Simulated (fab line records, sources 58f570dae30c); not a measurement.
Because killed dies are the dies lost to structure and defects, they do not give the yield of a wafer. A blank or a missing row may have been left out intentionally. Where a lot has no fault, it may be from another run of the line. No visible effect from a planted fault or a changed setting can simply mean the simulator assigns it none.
2 desks, one fault || flow berkeley-cmos170 || numbers are kept per desk, each desk with only its own; the story behind them comes last

## FOR THE TOOL OWNER'S DESK: rtp-anneal-02
Per lot that ran on this tool, the mean of the sampled wafers carrying a number, from the tool's own readings at UCB170_SDANNEAL_RTA_01 (time 5.204 s). The brackets show how far a lot's mean lies from the usual mean; more than 4 standard deviations puts the lot out of limits, marked OUT.
Columns: A = chamber-o2-ppm at UCB170_SDANNEAL_RTA_01, usual 2.003; B = lamp-power-pct at UCB170_SDANNEAL_RTA_01, usual 38.4 %; C = wafer_temp_C_max at UCB170_SDANNEAL_RTA_01, usual 1056.4
{"lot": "L225", "first seen here": "day 6 13:46", "A": 2.009, "B": 37.3, "C": 1055.1}
{"lot": "L227", "first seen here": "day 7 03:03", "A": 1.999, "B": 37.3, "C": 1055.1}
{"lot": "L229", "first seen here": "day 7 09:37", "A": 1.993, "B": 37.3, "C": 1055.0}
{"lot": "L233", "first seen here": "day 8 06:27", "A": 2.001, "B": 37.3, "C": 1055.7}
{"lot": "L234", "first seen here": "day 8 09:08", "A": 1.960, "B": 37.3, "C": 1055.0}
{"lot": "L237", "first seen here": "day 8 21:26", "A": 2.006, "B": 37.3, "C": 1056.4}
{"lot": "L248", "first seen here": "day 11 14:28", "A": 2.000, "B": 37.3, "C": 1056.0}
This desk's finding: nothing out of limits on any of the 7 lots.

## FROM THE METROLOGY DESK
Lot by lot, what the gauges showed, no matter which tool ran the lot: averages of those sampled wafers that carry a number. The brackets show how far a lot's mean lies from the usual mean; more than 4 standard deviations puts the lot out of limits, marked OUT.
Columns: A = PSD_RS at UCB170_SDANNEAL_RS_MEAS_02, usual 75.6 ohm/sq; B = NSD_RS at UCB170_SDANNEAL_RS_MEAS_03, usual 37.17 ohm/sq; C = PLDD_RS at UCB170_SDANNEAL_RS_MEAS_04, usual 1032 ohm/sq
{"lot": "L225", "first seen here": "day 6 13:50", "A": 75.8, "B": 37.21, "C": 1029}
{"lot": "L226", "first seen here": "day 7 02:48", "A": 75.4, "B": 37.27, "C": 1040}
{"lot": "L227", "first seen here": "day 7 03:07", "A": 75.8, "B": 37.11, "C": 1032}
{"lot": "L229", "first seen here": "day 7 09:42", "A": 75.8, "B": 37.28, "C": 1034}
{"lot": "L228", "first seen here": "day 7 10:05", "A": 76.0, "B": 37.20, "C": 1031}
{"lot": "L233", "first seen here": "day 8 06:31", "A": "83.8 (+27) OUT", "B": "38.20 (+12) OUT", "C": 1045}
{"lot": "L234", "first seen here": "day 8 09:14", "A": "84.1 (+28) OUT", "B": "38.24 (+12) OUT", "C": 1042}
{"lot": "L237", "first seen here": "day 8 21:31", "A": "83.1 (+24) OUT", "B": "38.24 (+12) OUT", "C": 1039}
{"lot": "L241", "first seen here": "day 10 02:19", "A": 75.4, "B": 37.15, "C": 1034}
{"lot": "L247", "first seen here": "day 11 03:38", "A": 75.8, "B": 37.16, "C": 1032}
{"lot": "L246", "first seen here": "day 11 04:10", "A": 75.3, "B": 37.15, "C": 1033}
{"lot": "L248", "first seen here": "day 11 14:31", "A": 75.9, "B": 37.16, "C": 1030}
Finding of this desk: L233, L234, L237 out of limits, first seen on L233 at day 8 06:31 (PSD_RS at UCB170_SDANNEAL_RS_MEAS_02). In limits: L225, L226, L227, L229, L228, L241, L247, L246, L248.

## PUT TOGETHER
L233, L234, L237 would have let the metrology desk raise an alarm at day 8 06:31.
Nothing out of limits was seen by the tool owner's desk.
The tool owner's desk has L233, L234, L237 on record, within its limits.
Every lot named ran UCB170_SDANNEAL_RTA_01 on rtp-anneal-02.

## WHAT THE SIMULATOR PUT IN
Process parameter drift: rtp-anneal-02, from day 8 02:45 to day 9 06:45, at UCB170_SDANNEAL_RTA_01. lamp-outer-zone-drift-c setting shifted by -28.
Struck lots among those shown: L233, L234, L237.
Delay in hours, fault start to first out-of-limits reading, per desk: metrology desk 4.
